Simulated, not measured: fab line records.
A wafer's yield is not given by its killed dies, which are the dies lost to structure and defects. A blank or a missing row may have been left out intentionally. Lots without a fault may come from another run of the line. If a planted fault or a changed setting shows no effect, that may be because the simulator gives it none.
8D (eight disciplines) problem report, filled in by code :: flow berkeley-cmos170 :: the parts of the form that need people (team, actions taken, sign-off) are left out

== 1. THE PROBLEM ==
Across 6 wafers from 2 lots, GATE_OXIDE_THK at UCB170_GATE_THK_MEAS_02 averages 5.34 nm, while fault-free wafers read 6.58 nm with a standard deviation of 0.13. Relative to the usual mean, that is a shift of -9.5 standard deviations.
Seen first at day 8 15:52 on film-metro-02, wafer L760.1. At this step, 42 wafers from 14 lots have a number in the record. By rule, "out" or "out of limits" means more than 4 standard deviations away from the usual mean. The rest of the wafers with a number are treated as sound.

== 2. WHAT IT IS AND WHAT IT IS NOT ==
question: which readings at this step
is: GATE_OXIDE_THK
is not: -

question: which lots
is: L759, L760
is not: L753, L754, L755, L756, L757, L758, L762, L768, L772, L774, L775, L776

question: which wafers of those lots
is: all that have a number
is not: -

question: read on which gauges
is: film-metro-02, film-metro-03
is not: film-metro-01

question: when
is: from day 8 15:52
is not: up to then (18 sound wafers); but 18 sound wafers of L762, L768, L772, L774, L775, L776 came after

== 3. WHAT RULES OUT EACH SUSPECT ==
Counting: a tool at any process step up to the reading remains a suspect when it ran all the lots that are out and ran no sound lot after the first of those.
- the gauge at UCB170_GATE_THK_MEAS_02: ruled out. Those wafers that are out were read across 2 gauges (film-metro-02, film-metro-03).
- furnace-02 at UCB170_GATE_OXIDATION_01 (target thk 6.6 nm, ox time 1800 s): ruled out as a lasting fault. The sound lots L774, L775, L776 went through it after L759, its earliest lot that is out (day 8 14:22).
Left after counting: nothing in the record.

== 4. THE CAUSE (what the simulator had put in) ==
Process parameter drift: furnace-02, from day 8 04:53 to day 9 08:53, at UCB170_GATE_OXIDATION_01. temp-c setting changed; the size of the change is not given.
The count ruled it out by mistake, since the rule takes a fault to strike every lot its tool runs from the start of the fault on, and this one did not do so.

== 5. SEQUENCE OF EFFECTS, ordered by route ==
Rows list readings where the struck wafers' mean (over those with a number) sits beyond 3 standard deviations from the usual. Scope: only readings with a usual standard deviation given in the record; hours: median across lots of the time from each lot's start at the first step in this table that gives one to its start at this step; sigmas: change in usual standard deviations.
hours: 0
step: UCB170_GATE_OXIDATION_01
reading: spike-tc-centre-C
usual: 852.0 C
on struck wafers: 839.2
change: -12.8
sigmas: -7.1

hours: 0
step: UCB170_GATE_OXIDATION_01
reading: spike-tc-load-C
usual: 877.2 C
on struck wafers: 865.0
change: -12.2
sigmas: -6.4

hours: 0
step: UCB170_GATE_OXIDATION_01
reading: spike-tc-source-C
usual: 873 C
on struck wafers: 855
change: -18
sigmas: -4.6

hours: 0
step: UCB170_GATE_OXIDATION_01
reading: tube-center-temp-C
usual: 850 C
on struck wafers: 836
change: -14
sigmas: -99 or more

hours: 0
step: UCB170_GATE_OXIDATION_01
reading: tube_center_temp_C_max
usual: 852.2
on struck wafers: 838.0
change: -14.2
sigmas: -39

hours: 2
step: UCB170_GATE_THK_MEAS_02
reading: GATE_OXIDE_THK
usual: 6.58 nm
on struck wafers: 5.34
change: -1.24
sigmas: -9.5
The process steps in it:
- UCB170_GATE_OXIDATION_01: target thk 6.6 nm, ox time 1800 s.

== 6. HOW IT WOULD HAVE BEEN CAUGHT EARLIER ==
Counted from the fault's start at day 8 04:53, it took 11 hours until the first out-of-limits reading at a measuring or inspecting step in this record, taken at day 8 15:52.
The tool's own readings at UCB170_GATE_OXIDATION_01 were out on every struck wafer that the step has a row for (spike-tc-centre-C, spike-tc-load-C, spike-tc-source-C, tube-center-temp-C, tube_center_temp_C_max): an alarm limit on them would have fired on the first of those.
